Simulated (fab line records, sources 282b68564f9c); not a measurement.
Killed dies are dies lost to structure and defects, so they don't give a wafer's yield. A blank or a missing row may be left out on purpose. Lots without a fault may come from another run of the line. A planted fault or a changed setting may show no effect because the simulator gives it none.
A struck lot beside a sound one | flow rit_cmos | 18 steps out of a route of 202
Sound: wafers L168.2, L168.3, L168.5. Struck: wafers L172.2, L172.4, L172.6. The cause comes at the end.
At each step with rows: each side's tool, then ch and its chambers, then its first start. Under that, the readings that differ: sound wafers | struck wafers | difference of the means | sigmas: that difference in standard deviations of wafers without a fault.
alike: readings whose means differ by less than 2 such deviations, and words and numbers that are the same on both sides. not compared: withheld readings, readings that some wafer has no value for, bounds like >300 that may hide the same value, and numbers for which the record gives no deviation and whose values overlap.
The two part at a step that has a row with sigmas, a row that says differs or no value, or rows on one side only. Numbers that don't overlap but have no deviation are shown without sigmas and don't part them. A reading that every wafer of one side lacks parts them only if that side has two wafers or more.

first, 4 steps without rows for these wafers: RIT_PSD_SOFTBAKE_02 (time 60 s); RIT_PSD_EXPOSE_03 (exposes mask M10, target cd 40900 nm); RIT_PSD_PEB_04; RIT_PSD_DEVELOP_05 (develop time 50 s).
RIT_PSD_OVL_MEAS_06:
  sound on overlay-02, day 7 00:05; struck on overlay-02, day 7 11:42
  reading      | sound        | struck         | difference | sigmas
  PSD_OVL (nm) | 0.1 -0.5 1.0 | -3.2 -2.8 -2.5 | -3.0       | -2
then, 2 steps without rows for these wafers: RIT_PSD_HARDBAKE_07 (time 60 s); RIT_PSD_IMPLANT_08.
RIT_PSD_STRIP_09: strips in O2, time 180 s.
  sound on plasma_asher-02 ch 1, day 7 00:25; struck on plasma_asher-04 ch 0, day 7 12:09
  alike: chamber_pressure_mTorr, drypump_motor_current_A
  not compared: rf_hours_counter_h
RIT_PSD_TW_MEAS_10:
  sound on film_metro-02, day 7 00:37; struck on film_metro-02, day 7 12:20
  alike: PSD_TW
then, 3 steps without rows for these wafers: RIT_SDANNEAL_CLEAN_00 (cleans in SC1, time 600 s); RIT_SDANNEAL_CLEAN_01 (cleans in dHF, time 30 s); RIT_SDANNEAL_CLEAN_02 (cleans in SC2, time 600 s).
RIT_SDANNEAL_RTA_03: time 5 s.
  sound on rtp_anneal-01 ch 0, day 7 01:02; struck on rtp_anneal-02 ch 0, day 7 12:47
  alike: wafer_temp_C_max
RIT_SDANNEAL_RS_MEAS_04: measures by four-point-probe.
  sound on film_metro-02, day 7 01:06; struck on film_metro-03, day 7 12:52
  reading         | sound                | struck               | difference | sigmas
  PSD_RS (ohm/sq) | 115.82 115.84 115.99 | 128.14 127.74 128.18 | +12.14     | +47
RIT_SDANNEAL_RS_MEAS_05: measures by four-point-probe.
  sound on film_metro-02, day 7 01:13; struck on film_metro-03, day 7 12:59
  alike: NSD_RS
RIT_SDANNEAL_RS_MEAS_06: measures by four-point-probe.
  sound on film_metro-02, day 7 01:20; struck on film_metro-03, day 7 13:06
  reading          | sound             | struck            | difference | sigmas
  PLDD_RS (ohm/sq) | 178.2 178.5 178.6 | 191.7 190.5 190.6 | +12.5      | +28
RIT_SDANNEAL_RS_MEAS_07: measures by four-point-probe.
  sound on film_metro-02, day 7 01:28; struck on film_metro-03, day 7 13:13
  reading          | sound             | struck            | difference | sigmas
  NLDD_RS (ohm/sq) | 151.6 151.7 151.7 | 152.5 152.9 152.6 | +1.0       | +2
RIT_M1_PROBE_99:
  sound on prober-02, day 7 10:01; struck on prober-01, day 7 20:26
  alike: killed_at_contacts, killed_at_front_end, killed_dies, killed_on_rim, killed_open, killed_short

WHERE THEY PART
First at RIT_PSD_OVL_MEAS_06; last, within this record, at RIT_SDANNEAL_RS_MEAS_07. Later steps at which nothing parts them and some readings are alike: RIT_M1_PROBE_99.

WHY: what the simulator had put in
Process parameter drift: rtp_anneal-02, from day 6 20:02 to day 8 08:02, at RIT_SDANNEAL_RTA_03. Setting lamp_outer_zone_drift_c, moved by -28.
